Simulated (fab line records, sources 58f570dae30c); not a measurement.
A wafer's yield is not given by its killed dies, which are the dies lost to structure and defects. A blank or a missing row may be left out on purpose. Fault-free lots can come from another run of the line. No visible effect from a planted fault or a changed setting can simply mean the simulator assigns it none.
The tool behind it: which one?	flow berkeley_cmos170	Sampling: 14 lots, 42 wafers, 4 of 331 route steps

WHAT EACH GAUGE READ, for each wafer
UCB170_NWELL_THK_MEAS_05.
lot	measured	on	NWELL_NITRIDE_THK (nm)
L476	day 2 12:04	film_metro-01	225.8 226.1 225.7
L478	day 2 20:16	film_metro-02	224.2 223.8 220.9
L480	day 3 11:28	film_metro-01	222.7 224.1 225.2
L481	day 3 11:29	film_metro-04	221.8 223.5 220.6
L482	day 3 18:21	film_metro-01	223.6 221.8 224.6
L483	day 4 02:01	film_metro-02	220.3 223.2 221.7
L488	day 5 01:49	film_metro-04	226.5 223.6 225.2
L490	day 5 07:34	film_metro-04	220.7 220.7 220.7
L489	day 5 07:35	film_metro-02	220.1 219.9 219.9
L491	day 5 21:10	film_metro-02	220.7 222.1 221.6
L492	day 5 21:10	film_metro-01	224.3 224.7 223.3
L493	day 6 07:41	film_metro-02	225.2 225.4 225.4
L495	day 6 19:19	film_metro-04	223.4 225.0 223.5
L497	day 6 21:52	film_metro-04	225.0 226.3 224.9

UCB170_M1_CD_MEAS_90: target cd 700 nm.
lot	measured	on	cd_nm (nm)
L476	day 8 12:54	cd_sem-01	704.4 698.2 700.0
L478	day 8 12:23	cd_sem-02	707.8 706.7 707.7
L480	day 10 05:28	cd_sem-02	700.4 699.1 701.9
L481	day 10 05:46	cd_sem-02	700.5 703.9 699.7
L482	day 10 03:58	cd_sem-01	701.1 698.3 697.5
L483	day 10 03:44	cd_sem-02	703.1 703.3 702.7
L488	day 11 19:32	cd_sem-01	698.5 700.2 699.5
L490	day 11 19:14	cd_sem-01	699.9 699.2 696.2
L489	day 11 18:37	cd_sem-01	706.9 707.9 705.2
L491	day 12 04:39	cd_sem-01	700.7 697.6 700.9
L492	day 12 10:04	cd_sem-01	699.6 698.4 700.2
L493	day 12 13:36	cd_sem-02	699.6 699.4 700.0
L495	day 12 23:37	cd_sem-02	699.7 697.9 697.9
L497	day 13 02:40	cd_sem-01	698.5 697.7 699.2

EACH LOT AND THE TOOL THAT RAN IT (in order: tool; ch and the chambers of the sampled wafers; start)
lot	UCB170_NWELL_HMDS_06	UCB170_ACTIVE_STRIP_16
L476	litho_track-02 ch 0, day 2 12:21	plasma_asher-01 ch 0,1, day 4 21:54
L478	litho_track-02 ch 0, day 2 20:20	plasma_asher-03 ch 0,1, day 5 04:35
L480	litho_track-02 ch 0, day 3 11:40	plasma_asher-01 ch 0,1, day 6 14:32
L481	litho_track-04 ch 0, day 3 11:37	plasma_asher-03 ch 0,1, day 6 14:41
L482	litho_track-02 ch 0, day 3 18:56	plasma_asher-01 ch 0,1, day 6 15:08
L483	litho_track-04 ch 0, day 4 02:26	plasma_asher-02 ch 0,1, day 6 14:54
L488	litho_track-01 ch 0, day 5 01:55	plasma_asher-03 ch 0,1, day 7 17:17
L490	litho_track-04 ch 0, day 5 07:40	plasma_asher-03 ch 0,1, day 7 17:43
L489	litho_track-01 ch 0, day 5 07:39	plasma_asher-01 ch 0,1, day 7 17:31
L491	litho_track-01 ch 0, day 5 21:13	plasma_asher-03 ch 0,1, day 8 08:55
L492	litho_track-02 ch 0, day 5 21:15	plasma_asher-01 ch 0,1, day 8 09:04
L493	litho_track-02 ch 0, day 6 07:57	plasma_asher-03 ch 0,1, day 8 18:23
L495	litho_track-02 ch 0, day 6 20:46	plasma_asher-02 ch 0,1, day 9 12:03
L497	litho_track-04 ch 0, day 6 23:23	plasma_asher-02 ch 0,1, day 9 11:47
- UCB170_NWELL_HMDS_06: prime time 60 s.
- UCB170_ACTIVE_STRIP_16: strips in O2.

AS READ BY THE TOOLS THEMSELVES (means over the sampled wafers that have a number; for cases with no such wafer, the mark the record gives instead)
UCB170_NWELL_HMDS_06.
lot	tool	prime_temp_c (C)
L476	litho_track-02	99.94
L478	litho_track-02	99.99
L480	litho_track-02	99.85
L481	litho_track-04	100.02
L482	litho_track-02	100.18
L483	litho_track-04	100.05
L488	litho_track-01	99.78
L490	litho_track-04	99.85
L489	litho_track-01	101.61
L491	litho_track-01	101.52
L492	litho_track-02	99.98
L493	litho_track-02	100.10
L495	litho_track-02	100.18
L497	litho_track-04	99.96

UCB170_ACTIVE_STRIP_16.
lot	tool	drypump_motor_current_A (A)	oes_product_au (a.u.)	strip_time_to_endpoint_s (s)
L476	plasma_asher-01	6.0	0.718	18.19
L478	plasma_asher-03	5.9	0.721	18.10
L480	plasma_asher-01	6.0	0.724	18.14
L481	plasma_asher-03	5.7	0.723	18.14
L482	plasma_asher-01	6.0	0.722	18.19
L483	plasma_asher-02	5.8	0.723	17.99
L488	plasma_asher-03	5.7	0.722	18.03
L490	plasma_asher-03	5.9	0.719	17.98
L489	plasma_asher-01	6.0	0.722	18.20
L491	plasma_asher-03	5.9	0.721	18.00
L492	plasma_asher-01	5.7	0.719	18.10
L493	plasma_asher-03	5.9	0.722	18.06
L495	plasma_asher-02	5.8	0.719	18.02
L497	plasma_asher-02	5.8	0.727	18.02

THE ANSWER, worked out from the rows above alone
Rule: usual is defined by the lots themselves. Put in order of their means at a reading, lots are off if they are a third of the lots or fewer, leave a main group of 4 or more, and stand apart from it by a gap of 3 or more times the standard deviation of the main group's means; of several such gaps the widest counts. A main group whose means are all the same, to the digits that the tables above print for the reading, isn't used. A lot without any number at a reading at which 4 lots or more have one is off too. Any other lot the step has rows for is counted as sound. The gauges are gone through in route order, then the tools' own readings, and for those a lot's mean is taken as printed above. At the first step where some lot is off, the reading lying furthest off is the one used; lots without a number count as furthest.
Off: L489, L491 (UCB170_NWELL_HMDS_06, prime_temp_c). Mean 99.99 C and standard deviation 0.12 in the main group.
A tool fits if, at that step or a process step before it, it ran every lot that is off, and no sound lot after the first of them. One fits: litho_track-01 at UCB170_NWELL_HMDS_06. Its last sound lot is L488 (day 5 01:55), its first lot that is off L489 (day 5 07:39): a fault that began between those two fits.
On the lots that are off, the tool's own readings at UCB170_NWELL_HMDS_06 differ by more than 5 times the standard deviation of the sound lots' means, which bears it out; prime_temp_c reads 101.56 C there versus 99.99 C on the sound lots.

WHAT THE SIMULATOR HAD INSERTED
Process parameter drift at UCB170_NWELL_HMDS_06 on litho_track-01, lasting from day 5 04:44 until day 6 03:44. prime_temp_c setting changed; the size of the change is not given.
Shown lots that were struck: L489, L491. This agrees with what the rule above found.
